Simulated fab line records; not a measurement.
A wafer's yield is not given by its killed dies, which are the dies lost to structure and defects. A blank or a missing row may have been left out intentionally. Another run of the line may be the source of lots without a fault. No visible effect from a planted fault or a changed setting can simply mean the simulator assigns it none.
Code-filled problem report in 8D (eight disciplines) form    flow rit-cmos    the parts of the form that need people (team, actions taken, sign-off) are left out

1. THE ISSUE
SPACER_NITRIDE_THK at RIT_SPACER_THK_MEAS_04 reads a mean of 270.7 nm on 3 wafers of 1 lot; wafers without a fault read 248.8 nm with a standard deviation of 2.2. Measured from the usual mean, that is +9.9 standard deviations.
Seen first at day 5 05:59 on film-metro-02, wafer L884.3. At this step, 39 wafers from 13 lots have a number in the record. Rule for "out", or "out of limits": more than 4 standard deviations from the usual mean. The rest of the wafers with a number are treated as sound.

2. WHAT IT IS, AND WHAT IT ISN'T
question                     is                      is not
which readings at this step  SPACER_NITRIDE_THK      -
which lots                   L884                    L873, L874, L875, L876, L877, L878, L879, L880, L881, L882, L885, L896
which wafers of those lots   all that have a number  -
read on which gauges         film-metro-02           film-metro-01, film-metro-04
when                         from day 5 05:59        up to then (30 sound wafers); but 6 sound wafers of L885, L896 came after

3. WHAT RULES OUT EACH SUSPECT
Counting: any tool at a process step up to the reading is kept as a suspect provided that every lot that is out went through it and no sound lot did after the first of them.
- the gauge at RIT_SPACER_THK_MEAS_04 has been ruled out. All the wafers that are out were read on film-metro-02, but those of them that RIT_SPACER_ETCHBACK_05 has rows for are out there too, on other tools.
- lpcvd-02 at RIT_SPACER_CVD_03 (deposits Si3N4 from SiH2Cl2/NH3, target thk 250 nm, time 3300 s): kept. It ran the lot that is out, L884 (day 5 04:02), and no sound lot after that; its last sound lot up to then is L882 (day 4 18:37).
Remaining after the count: lpcvd-02 at RIT_SPACER_CVD_03.

4. THE CAUSE (what the simulator had put in)
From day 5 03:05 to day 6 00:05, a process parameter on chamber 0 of lpcvd-02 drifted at RIT_SPACER_CVD_03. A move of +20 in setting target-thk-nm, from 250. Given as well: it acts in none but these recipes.
The count eliminated every tool but this one.

5. THE CHAIN OF EFFECTS, in route order
Rows list readings where the struck wafers' mean (over those with a number) sits beyond 3 standard deviations from the usual. Only readings for which the record gives a usual standard deviation are gone through. hours: the time from each lot's start at the first step in this table that gives one to its start at this step, as a median over the lots. sigmas: the change in usual standard deviations.
hours  step                    reading             usual       on struck wafers  change  sigmas
0      RIT_SPACER_THK_MEAS_04  SPACER_NITRIDE_THK  248.8 nm    270.7             +21.9   +9.9
0      RIT_SPACER_ETCHBACK_05  oes-product-au      0.845 a.u.  0.911             +0.066  +5.5
Here are the process steps it includes:
- RIT_SPACER_ETCHBACK_05: etches Si3N4 in SF6/CHF3, stops on SiO2, target depth 250 nm, time 240 s.

6. WHAT WOULD HAVE CAUGHT IT SOONER
In this record the first reading out of limits at a measuring or inspecting step was taken at day 5 05:59, 3 hours after the fault began at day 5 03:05.
Lots out: 1; all had begun RIT_SPACER_CVD_03 on lpcvd-02 by day 5 05:59. None of them would have been spared by holding the tool at that moment.
